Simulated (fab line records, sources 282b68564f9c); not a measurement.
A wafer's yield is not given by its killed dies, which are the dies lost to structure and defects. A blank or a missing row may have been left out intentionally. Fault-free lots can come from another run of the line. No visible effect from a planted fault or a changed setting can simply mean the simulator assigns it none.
Which of the tools did it?	flow rit-cmos	Sampling: 6 lots, 18 wafers, 2 of 202 route steps

WHAT THE GAUGES SHOWED, per wafer
RIT_M1_CD_MEAS_09: target cd 2600 nm.
lot	measured	on	cd-nm (nm)
L787	day 3 12:53	cd-sem-01	2601.7 2602.1 2602.4
L792	day 4 16:24	cd-sem-02	2598.1 2599.0 2602.0
L800	day 6 07:25	cd-sem-01	2597.1 2598.3 2597.7
L803	day 6 20:45	cd-sem-02	2599.4 2600.3 2600.3
L805	day 7 10:46	cd-sem-02	2599.3 2596.7 2598.9
L807	day 7 17:42	cd-sem-01	2597.8 2595.6 2598.4

WHICH TOOL RAN EACH LOT (tool, then ch and the chambers of the sampled wafers, then the start)
lot	RIT_M1_EXPOSE_06
L787	iline-stepper-02 ch 0, day 3 12:28
L792	iline-stepper-01 ch 0, day 4 15:58
L800	iline-stepper-02 ch 0, day 6 06:50
L803	iline-stepper-01 ch 0, day 6 20:08
L805	iline-stepper-01 ch 0, day 7 10:20
L807	iline-stepper-01 ch 0, day 7 17:16
- RIT_M1_EXPOSE_06: exposes mask M12, target cd 2600 nm.

THE ANSWER, worked out from the rows above alone
Rule: the lots themselves supply what counts as usual. Put in order of their means at a reading, lots are off if they are a third of the lots or fewer, leave a main group of 4 or more, and stand apart from it by a gap of 3 or more times the standard deviation of the main group's means; of several such gaps the widest counts. A main group is skipped when, at the precision printed for the reading in the tables above, its means are all equal. Also off: a lot with no number at a reading for which 4 or more lots have one. The other lots that the step has rows for count as sound.
Across all readings shown, no lot is off: no conclusion can be drawn from this.

WHAT THE SIMULATOR PUT IN
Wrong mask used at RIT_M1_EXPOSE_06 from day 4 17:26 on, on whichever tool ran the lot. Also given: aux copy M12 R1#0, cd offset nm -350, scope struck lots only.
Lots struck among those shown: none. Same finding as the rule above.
